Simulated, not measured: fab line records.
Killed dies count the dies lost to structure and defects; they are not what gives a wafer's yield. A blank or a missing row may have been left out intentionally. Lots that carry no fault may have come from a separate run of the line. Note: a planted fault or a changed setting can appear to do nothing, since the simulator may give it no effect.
The tool behind it: which one? ; flow berkeleyCmos170 ; 42 wafers from 14 lots sampled at 3 of the route's 331 steps

WHAT THE GAUGES READ, wafer by wafer
UCB170_GATE_OVL_MEAS_13.
lot;measured;on;GATE_OVL (nm)
L438;day 7 02:53;overlay-02;5 4 6
L443;day 7 16:01;overlay-01;0 -1 1
L446;day 8 03:34;overlay-02;-1 2 -4
L447;day 8 22:14;overlay-02;-8 -3 -5
L452;day 9 05:39;overlay-01;2 -1 7
L449;day 9 05:10;overlay-01;0 -5 -4
L451;day 9 10:29;overlay-01;-6 1 1
L453;day 9 20:46;overlay-01;6 4 -2
L454;day 10 03:48;overlay-02;0 2 5
L455;day 10 04:02;overlay-01;-5 -2 -3
L456;day 10 10:23;overlay-02;11 12 11
L457;day 11 01:55;overlay-02;16 11 6
L458;day 11 02:10;overlay-02;-5 3 -6
L459;day 11 02:24;overlay-01;2 0 2

WHICH TOOL RAN EACH LOT (tool, then ch and the chambers of the sampled wafers, then the start)
lot;UCB170_PVT_SOFTBAKE_02;UCB170_GATE_OXIDATION_01
L438;lithoTrack-02 ch 0, day 6 10:02;furnace-04 ch 0, day 6 15:11
L443;lithoTrack-04 ch 0, day 7 03:03;furnace-02 ch 0, day 7 06:49
L446;lithoTrack-02 ch 0, day 7 18:33;furnace-02, day 7 20:41
L447;lithoTrack-02 ch 0, day 8 04:20;furnace-01, day 8 11:12
L452;lithoTrack-03 ch 0, day 8 14:28;furnace-02 ch 0, day 8 20:11
L449;lithoTrack-04 ch 0, day 8 15:09;furnace-02 ch 0, day 8 20:11
L451;lithoTrack-04 ch 0, day 8 22:30;furnace-02 ch 0, day 9 01:41
L453;lithoTrack-03 ch 0, day 9 00:19;furnace-04 ch 0, day 9 06:44
L454;lithoTrack-02 ch 0, day 9 08:37;furnace-04 ch 0, day 9 13:53
L455;lithoTrack-03 ch 0, day 9 09:02;furnace-04 ch 0, day 9 13:53
L456;lithoTrack-03 ch 0, day 9 18:08;furnace-02 ch 0, day 9 22:29
L457;lithoTrack-04 ch 0, day 10 13:39;furnace-01 ch 0, day 10 16:44
L458;lithoTrack-02 ch 0, day 10 13:40;furnace-01 ch 0, day 10 16:44
L459;lithoTrack-03 ch 0, day 10 15:11;furnace-01 ch 0, day 10 16:44
- UCB170_PVT_SOFTBAKE_02: time 62.52 s.
- UCB170_GATE_OXIDATION_01: target thk 6.6 nm, ox time 1800 s.

AS READ BY THE TOOLS THEMSELVES (means over the sampled wafers that have a number; for cases with no such wafer, the mark the record gives instead)
UCB170_PVT_SOFTBAKE_02.
lot;tool;plateSensorTCentreC (C);plateSensorTEdgeC (C)
L438;lithoTrack-02;131.41;131.54
L443;lithoTrack-04;131.41;131.53
L446;lithoTrack-02;131.42;131.53
L447;lithoTrack-02;131.41;131.53
L452;lithoTrack-03;131.42;131.53
L449;lithoTrack-04;131.40;131.53
L451;lithoTrack-04;131.40;131.54
L453;lithoTrack-03;131.40;131.54
L454;lithoTrack-02;131.41;131.53
L455;lithoTrack-03;131.41;131.53
L456;lithoTrack-03;131.41;131.53
L457;lithoTrack-04;131.41;131.53
L458;lithoTrack-02;131.41;131.53
L459;lithoTrack-03;131.40;131.54

UCB170_GATE_OXIDATION_01.
lot;tool;oxTempC (C);oxTempCMax;spikeTcCentreC (C);spikeTcLoadC (C)
L438;furnace-04;850.3;856.9;853.0;876
L443;furnace-02;849.9;854.9;852.3;868
L446;furnace-02;-;-;-;-
L447;furnace-01;-;-;-;-
L452;furnace-02;849.3;855.3;853.0;868
L449;furnace-02;850.0;855.5;852.6;868
L451;furnace-02;849.7;855.4;852.6;868
L453;furnace-04;850.1;856.9;851.9;876
L454;furnace-04;849.7;856.1;851.8;876
L455;furnace-04;849.6;856.6;852.1;876
L456;furnace-02;849.8;855.5;853.2;867
L457;furnace-01;850.4;853.4;851.5;876
L458;furnace-01;849.9;852.8;852.0;875
L459;furnace-01;849.8;852.4;851.8;874

THE ANSWER, worked out from the rows above alone
Rule: the lots themselves supply what counts as usual. Put in order of their means at a reading, lots are off if they are a third of the lots or fewer, leave a main group of 4 or more, and stand apart from it by a gap of 3 or more times the standard deviation of the main group's means; of several such gaps the widest counts. A main group is skipped when, at the precision printed for the reading in the tables above, its means are all equal. A lot without any number at a reading at which 4 lots or more have one is off too. The other lots that the step has rows for count as sound. Order of review: gauges by route order, followed by the tools' own readings, for which a lot's mean as printed above is used. At the first step where some lot is off, the reading lying furthest off is the one used; lots without a number count as furthest.
Off: L446, L447 (UCB170_GATE_OXIDATION_01, oxTempC). Without a number there: L446, L447. For the main group the mean is 849.9 C and the standard deviation 0.29.
A tool fits if, at that step or a process step before it, it ran every lot that is off, and no sound lot after the first of them. Not one of the candidates tried fits.

WHAT THE SIMULATOR HAD INSERTED
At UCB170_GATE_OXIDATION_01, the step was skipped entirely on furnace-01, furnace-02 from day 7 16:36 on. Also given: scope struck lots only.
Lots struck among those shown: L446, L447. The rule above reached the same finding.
